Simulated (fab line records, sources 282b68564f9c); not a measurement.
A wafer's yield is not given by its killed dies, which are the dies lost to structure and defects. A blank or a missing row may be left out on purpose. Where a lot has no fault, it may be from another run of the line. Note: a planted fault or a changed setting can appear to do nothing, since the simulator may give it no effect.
What tool caused it? || flow rit cmos || 42 wafers from 14 lots sampled at 2 of the route's 202 steps

== WHAT EACH GAUGE READ, for each wafer ==
RIT_M1_CD_MEAS_90: target cd 2600 nm.
{"lot": "L458", "measured": "day 3 12:06", "on": "cd sem-02", "cd nm (nm)": "2598 2601 2599"}
{"lot": "L459", "measured": "day 3 17:55", "on": "cd sem-01", "cd nm (nm)": "2604 2599 2601"}
{"lot": "L460", "measured": "day 4 00:32", "on": "cd sem-01", "cd nm (nm)": "2592 2591 2598"}
{"lot": "L463", "measured": "day 4 13:34", "on": "cd sem-01", "cd nm (nm)": "2597 2606 2599"}
{"lot": "L464", "measured": "day 4 20:50", "on": "cd sem-01", "cd nm (nm)": "2597 2601 2599"}
{"lot": "L465", "measured": "day 5 05:38", "on": "cd sem-02", "cd nm (nm)": "2602 2599 2597"}
{"lot": "L468", "measured": "day 5 19:32", "on": "cd sem-02", "cd nm (nm)": "2596 2598 2599"}
{"lot": "L467", "measured": "day 5 21:54", "on": "cd sem-02", "cd nm (nm)": "2595 2597 2594"}
{"lot": "L469", "measured": "day 5 23:20", "on": "cd sem-01", "cd nm (nm)": "2598 2601 2597"}
{"lot": "L471", "measured": "day 6 15:51", "on": "cd sem-02", "cd nm (nm)": "2601 2600 2600"}
{"lot": "L474", "measured": "day 7 02:55", "on": "cd sem-01", "cd nm (nm)": "2599 2597 2586"}
{"lot": "L476", "measured": "day 7 11:31", "on": "cd sem-02", "cd nm (nm)": "2598 2585 2596"}
{"lot": "L477", "measured": "day 7 15:07", "on": "cd sem-01", "cd nm (nm)": "2590 2594 2595"}
{"lot": "L480", "measured": "day 8 03:13", "on": "cd sem-01", "cd nm (nm)": "2593 2593 2599"}

== EACH LOT AND THE TOOL THAT RAN IT (in order: tool; ch and the chambers of the sampled wafers; start) ==
{"lot": "L458", "RIT_M1_METAL_ETCH_12": "rie metal-02 ch 0,1, day 3 11:35"}
{"lot": "L459", "RIT_M1_METAL_ETCH_12": "rie metal-03 ch 0,1, day 3 17:22"}
{"lot": "L460", "RIT_M1_METAL_ETCH_12": "rie metal-01 ch 0,1, day 4 00:00"}
{"lot": "L463", "RIT_M1_METAL_ETCH_12": "rie metal-01 ch 0,1, day 4 13:02"}
{"lot": "L464", "RIT_M1_METAL_ETCH_12": "rie metal-02 ch 0,1, day 4 20:19"}
{"lot": "L465", "RIT_M1_METAL_ETCH_12": "rie metal-03 ch 0,1, day 5 05:08"}
{"lot": "L468", "RIT_M1_METAL_ETCH_12": "rie metal-02 ch 0,1, day 5 18:59"}
{"lot": "L467", "RIT_M1_METAL_ETCH_12": "rie metal-03 ch 1, day 5 21:22"}
{"lot": "L469", "RIT_M1_METAL_ETCH_12": "rie metal-01 ch 0,1, day 5 22:48"}
{"lot": "L471", "RIT_M1_METAL_ETCH_12": "rie metal-03 ch 0,1, day 6 15:19"}
{"lot": "L474", "RIT_M1_METAL_ETCH_12": "rie metal-01 ch 0,1, day 7 02:23"}
{"lot": "L476", "RIT_M1_METAL_ETCH_12": "rie metal-01 ch 0,1, day 7 10:59"}
{"lot": "L477", "RIT_M1_METAL_ETCH_12": "rie metal-02 ch 0,1, day 7 14:24"}
{"lot": "L480", "RIT_M1_METAL_ETCH_12": "rie metal-02 ch 0,1, day 8 02:41"}
- RIT_M1_METAL_ETCH_12: etches Al in Cl2/BCl3, stops on SiO2, time 165 s, target depth 600 nm.

== WHAT THE TOOLS THEMSELVES READ (means of the sampled wafers that have a number; where no wafer has one, the mark that the record gives instead) ==
RIT_M1_METAL_ETCH_12.
{"lot": "L458", "tool": "rie metal-02", "drypump motor current A (A)": 5.5, "oes product au (a.u.)": 0.769, "run length s (s)": 193.5, "throttle valve pct (%)": 8.32}
{"lot": "L459", "tool": "rie metal-03", "drypump motor current A (A)": 5.8, "oes product au (a.u.)": 0.787, "run length s (s)": 193.2, "throttle valve pct (%)": 8.14}
{"lot": "L460", "tool": "rie metal-01", "drypump motor current A (A)": 5.5, "oes product au (a.u.)": 0.777, "run length s (s)": 193.4, "throttle valve pct (%)": 8.14}
{"lot": "L463", "tool": "rie metal-01", "drypump motor current A (A)": 5.5, "oes product au (a.u.)": 0.777, "run length s (s)": 193.3, "throttle valve pct (%)": 8.14}
{"lot": "L464", "tool": "rie metal-02", "drypump motor current A (A)": 5.2, "oes product au (a.u.)": 0.775, "run length s (s)": 193.5, "throttle valve pct (%)": 8.36}
{"lot": "L465", "tool": "rie metal-03", "drypump motor current A (A)": 6.2, "oes product au (a.u.)": 0.791, "run length s (s)": 192.8, "throttle valve pct (%)": 8.16}
{"lot": "L468", "tool": "rie metal-02", "drypump motor current A (A)": 5.2, "oes product au (a.u.)": 0.773, "run length s (s)": 193.0, "throttle valve pct (%)": 8.35}
{"lot": "L467", "tool": "rie metal-03", "drypump motor current A (A)": 6.5, "oes product au (a.u.)": 0.797, "run length s (s)": 192.5, "throttle valve pct (%)": 8.18}
{"lot": "L469", "tool": "rie metal-01", "drypump motor current A (A)": 5.6, "oes product au (a.u.)": 0.766, "run length s (s)": 193.3, "throttle valve pct (%)": 8.21}
{"lot": "L471", "tool": "rie metal-03", "drypump motor current A (A)": 5.8, "oes product au (a.u.)": 0.788, "run length s (s)": 193.2, "throttle valve pct (%)": 8.14}
{"lot": "L474", "tool": "rie metal-01", "drypump motor current A (A)": 5.6, "oes product au (a.u.)": 0.745, "run length s (s)": 208.6, "throttle valve pct (%)": 8.21}
{"lot": "L476", "tool": "rie metal-01", "drypump motor current A (A)": 5.6, "oes product au (a.u.)": 0.745, "run length s (s)": 208.6, "throttle valve pct (%)": 8.21}
{"lot": "L477", "tool": "rie metal-02", "drypump motor current A (A)": 5.3, "oes product au (a.u.)": 0.764, "run length s (s)": 193.5, "throttle valve pct (%)": 8.37}
{"lot": "L480", "tool": "rie metal-02", "drypump motor current A (A)": 5.2, "oes product au (a.u.)": 0.765, "run length s (s)": 193.3, "throttle valve pct (%)": 8.36}

== THE ANSWER, worked out from the rows above alone ==
Rule: the lots themselves supply what counts as usual. The widest of any qualifying gaps counts: lots, ordered by their means at a reading, are off when they make up no more than a third of the lots, leave a main group of 4 or more, and stand apart from it by 3 or more times the standard deviation of that group's means. If all means in a main group match to the digits the tables above print for the reading, that group is not used. Also off: a lot with no number at a reading for which 4 or more lots have one. All remaining lots with rows at the step are treated as sound. Order of review: gauges by route order, followed by the tools' own readings, for which a lot's mean as printed above is used. At the first step where some lot is off, the reading lying furthest off is the one used; lots without a number count as furthest.
Off: L474, L476, at RIT_M1_METAL_ETCH_12 (run length s). The main group: mean 193.2 s, standard deviation 0.29.
A tool fits if, at that step or a process step before it, it ran every lot that is off, and no sound lot after the first of them. One candidate fits, namely rie metal-01 at RIT_M1_METAL_ETCH_12. A fault onset in the window from L469 (day 5 22:48, its last sound lot) to L474 (day 7 02:23, its first lot off) fits.
On the lots that are off, the tool's own readings at RIT_M1_METAL_ETCH_12 differ by more than 5 times the standard deviation of the sound lots' means, which bears it out; run length s reads 208.6 s there versus 193.2 s on the sound lots.

== WHAT THE SIMULATOR HAD INSERTED ==
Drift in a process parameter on rie metal-01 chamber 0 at RIT_M1_METAL_ETCH_12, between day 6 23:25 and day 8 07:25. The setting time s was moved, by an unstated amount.
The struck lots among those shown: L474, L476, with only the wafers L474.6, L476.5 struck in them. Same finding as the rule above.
